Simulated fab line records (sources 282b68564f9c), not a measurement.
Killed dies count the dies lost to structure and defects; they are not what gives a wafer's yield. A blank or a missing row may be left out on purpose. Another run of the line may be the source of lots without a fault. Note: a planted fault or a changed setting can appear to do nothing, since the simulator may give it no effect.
Which tool did it?    flow ritCmos    14 lots, 42 wafers sampled, at 2 steps of a route of 202

== WHAT EACH GAUGE READ, for each wafer ==
Not one reading of a measure or inspect step in the record can be checked against a usual standard deviation.

== TOOL THAT RAN EACH LOT (tool first, then ch and the chambers of the sampled wafers, then the start) ==
lot   RIT_GATE_ETCH_19                RIT_M1_PROBE_99
L728  rieSi-02 ch 0,2,3, day 2 12:44  -
L730  rieSi-02 ch 0,3, day 2 22:36    -
L732  rieSi-02 ch 0,3, day 3 08:17    prober-01, day 4 04:11
L733  rieSi-01 ch 0,2,3, day 3 13:23  prober-02, day 4 10:31
L734  rieSi-02 ch 0,1,2, day 3 20:01  -
L737  rieSi-01 ch 0,1,3, day 4 10:31  -
L738  rieSi-02 ch 0,1, day 4 15:13    -
L739  rieSi-01 ch 0,2,3, day 4 19:57  -
L740  rieSi-02 ch 1,2,3, day 5 00:01  prober-01, day 5 20:41
L741  rieSi-01 ch 0,1,3, day 5 07:10  prober-02, day 6 02:58
L743  rieSi-01 ch 0,1,3, day 5 15:33  prober-02, day 6 11:37
L748  rieSi-02 ch 1,2,3, day 6 16:48  -
L750  rieSi-02 ch 1,2,3, day 7 03:11  -
L751  rieSi-01 ch 0,1,3, day 7 12:25  prober-01, day 8 09:10
- RIT_GATE_ETCH_19: etches poly-Si in SF6/CHF3/O2, stops on SiO2, time 165 s, target depth 312.5 nm.
- RIT_M1_PROBE_99

== WHAT THE TOOLS THEMSELVES READ (means of the sampled wafers that have a number; where no wafer has one, the mark that the record gives instead) ==
RIT_GATE_ETCH_19.
lot   tool      drypumpMotorCurrentA (A)  oesProductAu (a.u.)  runLengthS (s)  throttleValvePct (%)
L728  rieSi-02  6.0                       0.816                193.2           10.28
L730  rieSi-02  5.6                       0.808                193.0           10.15
L732  rieSi-02  5.6                       0.813                193.1           10.15
L733  rieSi-01  5.4                       0.826                193.3           10.18
L734  rieSi-02  5.7                       0.831                193.3           10.25
L737  rieSi-01  5.4                       0.793                193.3           10.18
L738  rieSi-02  5.4                       0.803                193.1           10.11
L739  rieSi-01  5.4                       0.814                193.2           10.17
L740  rieSi-02  5.8                       0.831                193.8           10.29
L741  rieSi-01  5.4                       0.810                193.5           10.17
L743  rieSi-01  5.4                       0.802                193.4           10.17
L748  rieSi-02  5.8                       0.781                207.1           10.30
L750  rieSi-02  5.8                       0.780                207.0           10.30
L751  rieSi-01  5.4                       0.820                193.2           10.18

RIT_M1_PROBE_99.
lot   tool       killedAtContacts  killedAtFrontEnd  killedDies  killedOpen  killedShort
L732  prober-01  0.0               7                 7           3.3         4.0
L733  prober-02  0.3               6                 7           2.7         4.0
L740  prober-01  0.3               7                 8           3.7         4.0
L741  prober-02  0.3               9                 10          4.0         5.7
L743  prober-02  0.0               5                 5           1.0         4.0
L751  prober-01  0.0               8                 8           4.7         3.7

== THE ANSWER, worked out from the rows above alone ==
Rule: the usual values come from the lots themselves. Put in order of their means at a reading, lots are off if they are a third of the lots or fewer, leave a main group of 4 or more, and stand apart from it by a gap of 3 or more times the standard deviation of the main group's means; of several such gaps the widest counts. Not used: any main group whose means are identical at the precision the tables above print for the reading. Also off: a lot with no number at a reading for which 4 or more lots have one. The other lots that the step has rows for count as sound. The gauges are gone through in route order, then the tools' own readings, and for those a lot's mean is taken as printed above. At the first step where some lot is off, the reading lying furthest off is the one used; lots without a number count as furthest.
Off at RIT_GATE_ETCH_19 (runLengthS): L748, L750. The main group has a mean of 193.3 s with a standard deviation of 0.2.
If a tool, at that step or one of the process steps before it, ran each lot that is off and ran no sound lot following the first of them, it fits. One fits: rieSi-02 at RIT_GATE_ETCH_19. A fault onset in the window from L740 (day 5 00:01, its last sound lot) to L748 (day 6 16:48, its first lot off) fits.
The tool's own readings at RIT_GATE_ETCH_19 bear it out: on the lots that are off they differ by more than 5 times the standard deviation of the sound lots' means. runLengthS reads 207.1 s there against 193.3 s on the sound lots.

== WHAT THE SIMULATOR PUT IN ==
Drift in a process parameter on rieSi-02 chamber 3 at RIT_GATE_ETCH_19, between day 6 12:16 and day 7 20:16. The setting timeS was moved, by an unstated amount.
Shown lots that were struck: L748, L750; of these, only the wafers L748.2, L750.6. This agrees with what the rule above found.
